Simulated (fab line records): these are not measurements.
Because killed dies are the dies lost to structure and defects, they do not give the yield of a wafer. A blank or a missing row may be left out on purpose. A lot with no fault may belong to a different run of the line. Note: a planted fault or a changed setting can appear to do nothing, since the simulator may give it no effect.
Which tool did it? :: flow rit-cmos :: 14 lots with 42 wafers sampled at 2 steps, on a route of 202 steps

## WHAT THE GAUGES SHOWED, per wafer
RIT_CONTACT_THK_MEAS_01. Usual: for CONTACT_TEOS_THK the level is 400 nm and the standard deviation is 5.8.
lot: L355
measured: day 3 03:17
on: film-metro-01
CONTACT_TEOS_THK (nm): 400 397 408
flag: 

lot: L356
measured: day 3 08:05
on: film-metro-01
CONTACT_TEOS_THK (nm): 401 401 405
flag: 

lot: L357
measured: day 3 13:10
on: film-metro-03
CONTACT_TEOS_THK (nm): 392 395 401
flag: 

lot: L358
measured: day 3 16:31
on: film-metro-01
CONTACT_TEOS_THK (nm): 404 407 409
flag: 

lot: L360
measured: day 4 03:49
on: film-metro-03
CONTACT_TEOS_THK (nm): 394 402 401
flag: 

lot: L361
measured: day 4 08:37
on: film-metro-01
CONTACT_TEOS_THK (nm): 400 409 409
flag: 

lot: L363
measured: day 4 18:59
on: film-metro-04
CONTACT_TEOS_THK (nm): 390 394 402
flag: 

lot: L367
measured: day 5 16:40
on: film-metro-03
CONTACT_TEOS_THK (nm): 394 556 409 394 557 409
flag: OFF

lot: L371
measured: day 6 10:05
on: film-metro-01
CONTACT_TEOS_THK (nm): 399 560 402 399 560 403
flag: OFF

lot: L372
measured: day 6 17:45
on: film-metro-03
CONTACT_TEOS_THK (nm): 393 397 401
flag: 

lot: L373
measured: day 6 22:03
on: film-metro-03
CONTACT_TEOS_THK (nm): 402 400 404
flag: 

lot: L375
measured: day 7 06:55
on: film-metro-04
CONTACT_TEOS_THK (nm): 399 396 402
flag: 

lot: L376
measured: day 7 10:54
on: film-metro-03
CONTACT_TEOS_THK (nm): 401 401 411
flag: 

lot: L378
measured: day 7 23:11
on: film-metro-04
CONTACT_TEOS_THK (nm): 394 397 406
flag: 

## WHICH TOOL RAN EACH LOT (tool, then ch and the chambers of the sampled wafers, then the start)
lot: L355
RIT_CONTACT_CVD_00: pecvd-03 ch 0,1,2, day 3 03:14

lot: L356
RIT_CONTACT_CVD_00: pecvd-01 ch 0,1, day 3 08:01

lot: L357
RIT_CONTACT_CVD_00: pecvd-04 ch 0,1,2, day 3 13:06

lot: L358
RIT_CONTACT_CVD_00: pecvd-03 ch 1,2, day 3 16:28

lot: L360
RIT_CONTACT_CVD_00: pecvd-04 ch 0,1, day 4 03:45

lot: L361
RIT_CONTACT_CVD_00: pecvd-03 ch 0,1,2, day 4 08:32

lot: L363
RIT_CONTACT_CVD_00: pecvd-04 ch 0,1, day 4 18:56

lot: L367
RIT_CONTACT_CVD_00: pecvd-03 ch 0,1,2, day 5 16:36

lot: L371
RIT_CONTACT_CVD_00: pecvd-03 ch 0,2, day 6 10:01

lot: L372
RIT_CONTACT_CVD_00: pecvd-04 ch 0,1,2, day 6 17:41

lot: L373
RIT_CONTACT_CVD_00: pecvd-01 ch 0,1, day 6 21:59

lot: L375
RIT_CONTACT_CVD_00: pecvd-04 ch 0,1, day 7 06:51

lot: L376
RIT_CONTACT_CVD_00: pecvd-01 ch 0,1, day 7 10:51

lot: L378
RIT_CONTACT_CVD_00: pecvd-04 ch 0,1, day 7 23:08
- RIT_CONTACT_CVD_00: deposits SiO2 from TEOS, target thk 400 nm, time 61 s.

## WHAT THE TOOLS THEMSELVES READ (means of the sampled wafers that have a number; where no wafer has one, the mark that the record gives instead)
RIT_CONTACT_CVD_00. Usual: heater-power-w 319 W, standard deviation 47.
lot: L355
tool: pecvd-03
heater-power-w (W): 306
flag: 

lot: L356
tool: pecvd-01
heater-power-w (W): 272
flag: 

lot: L357
tool: pecvd-04
heater-power-w (W): 328
flag: 

lot: L358
tool: pecvd-03
heater-power-w (W): 347
flag: 

lot: L360
tool: pecvd-04
heater-power-w (W): 326
flag: 

lot: L361
tool: pecvd-03
heater-power-w (W): 301
flag: 

lot: L363
tool: pecvd-04
heater-power-w (W): 398
flag: 

lot: L367
tool: pecvd-03
heater-power-w (W): 336
flag: 

lot: L371
tool: pecvd-03
heater-power-w (W): 293
flag: 

lot: L372
tool: pecvd-04
heater-power-w (W): 313
flag: 

lot: L373
tool: pecvd-01
heater-power-w (W): 271
flag: 

lot: L375
tool: pecvd-04
heater-power-w (W): 346
flag: 

lot: L376
tool: pecvd-01
heater-power-w (W): 256
flag: 

lot: L378
tool: pecvd-04
heater-power-w (W): 341
flag: 

## THE ANSWER, worked out from the rows above alone
Rule: lot off if the mean of its wafers having a number is beyond 3 standard deviations from the usual mean. A lot without any number at a reading at which 4 lots or more have one is off too. Any other lot the step has rows for is counted as sound. First the gauges in route order, then the tools' own readings, where a lot's mean is used as printed above. At the first step where some lot is off, the reading lying furthest off is the one used; lots without a number count as furthest.
Off: L367, L371, at RIT_CONTACT_THK_MEAS_01 (CONTACT_TEOS_THK).
A tool fits if, at a process step before that reading, it ran every lot that is off, and no sound lot after the first of them. Those tools and the gauges at RIT_CONTACT_THK_MEAS_01 are tried in the same way. One fits: pecvd-03 at RIT_CONTACT_CVD_00. Its last sound lot is L361 (day 4 08:32), its first lot that is off L367 (day 5 16:36): a fault that began between those two fits.

## WHAT WAS PUT IN BY THE SIMULATOR
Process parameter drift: pecvd-03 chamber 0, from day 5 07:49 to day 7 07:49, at RIT_CONTACT_CVD_00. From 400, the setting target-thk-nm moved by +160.
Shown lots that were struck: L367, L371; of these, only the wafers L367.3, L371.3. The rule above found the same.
